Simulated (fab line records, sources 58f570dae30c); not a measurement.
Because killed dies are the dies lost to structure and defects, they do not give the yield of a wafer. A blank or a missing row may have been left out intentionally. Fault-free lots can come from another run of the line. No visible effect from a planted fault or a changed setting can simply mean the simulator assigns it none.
A single fault, viewed from 2 desks ; flow berkeley_cmos170 ; every desk sees just its own numbers, and what lay behind them comes last

== DESK OF THE TOOL OWNER: rie_diel-03 ==
The tool's own readings at UCB170_ACTIVE_ETCH_15 (etches Si3N4 in CH3F/Ar/O2, stops on SiO2, target depth 242 nm, time 151 s): means of the sampled wafers that have a number, for each lot that ran on this tool. Marked OUT: a lot whose mean sits more than 4 standard deviations from the usual mean, which makes it out of limits; the brackets give that distance.
Columns: A = drypump_motor_current_A at UCB170_ACTIVE_ETCH_15, usual 5.7 A; B = mfc_ar_sccm at UCB170_ACTIVE_ETCH_15, usual 50.00 sccm; C = oes_product_au at UCB170_ACTIVE_ETCH_15, usual 0.948 a.u.; D = throttle_valve_pct at UCB170_ACTIVE_ETCH_15, usual 8.11 %
lot;first seen here;A;B;C;D
L374;day 4 02:37;6.5;49.93;0.936;8.00
L376;day 4 13:25;5.7;50.01;0.944;8.22
L386;day 6 20:52;6.1;49.90;0.939;8.12
L387;day 7 11:32;6.3;50.01;0.931;8.14
This desk found nothing out of limits on any of the 4 lots.

== FROM THE METROLOGY DESK ==
What the gauges read, lot by lot, whatever tool the lot ran on: means of the sampled wafers that have a number. Marked OUT: a lot whose mean sits more than 4 standard deviations from the usual mean, which makes it out of limits; the brackets give that distance.
Columns: A = ACTIVE_OXIDE_THK at UCB170_ACTIVE_THK_MEAS_03, usual 26.5 nm; B = ACTIVE_NITRIDE_THK at UCB170_ACTIVE_THK_MEAS_06, usual 221.0 nm; C = cd_nm at UCB170_ACTIVE_CD_MEAS_13, usual 1200.1 nm; D = ACTIVE_OVL at UCB170_ACTIVE_OVL_MEAS_14, usual 3 nm; E = cd_nm at UCB170_ACTIVE_CD_MEAS_90, usual 1200.0 nm; F = PFIELD_OVL at UCB170_PFIELD_OVL_MEAS_06, usual 1 nm; G = PFIELD_TW at UCB170_PFIELD_TW_MEAS_09, usual 602
lot;first seen here;A;B;C;D;E;F;G
L374;day 3 17:58;26.0;216.3;1200.8;-2;1201.0;1;608
L376;day 4 06:25;26.3;220.4;1200.1;9;1200.0;7;602
L386;day 6 11:03;26.5;222.0;1202.0;11;1201.7;4;599
L388;day 7 03:10;26.6;221.9;1199.1;-4;1198.7;1;601
L387;day 7 03:10;26.9;223.2;1200.7;1;1200.8;-0;603
L396;day 8 23:32;26.4;223.8;1201.2;9;1201.5;-10;604
This desk found nothing out of limits on any of the 6 lots.

== ALL TOGETHER ==
The desk of the tool owner found nothing out of limits.
From the metrology desk's view, nothing was out of limits.

== WHAT THE SIMULATOR HAD PUT IN ==
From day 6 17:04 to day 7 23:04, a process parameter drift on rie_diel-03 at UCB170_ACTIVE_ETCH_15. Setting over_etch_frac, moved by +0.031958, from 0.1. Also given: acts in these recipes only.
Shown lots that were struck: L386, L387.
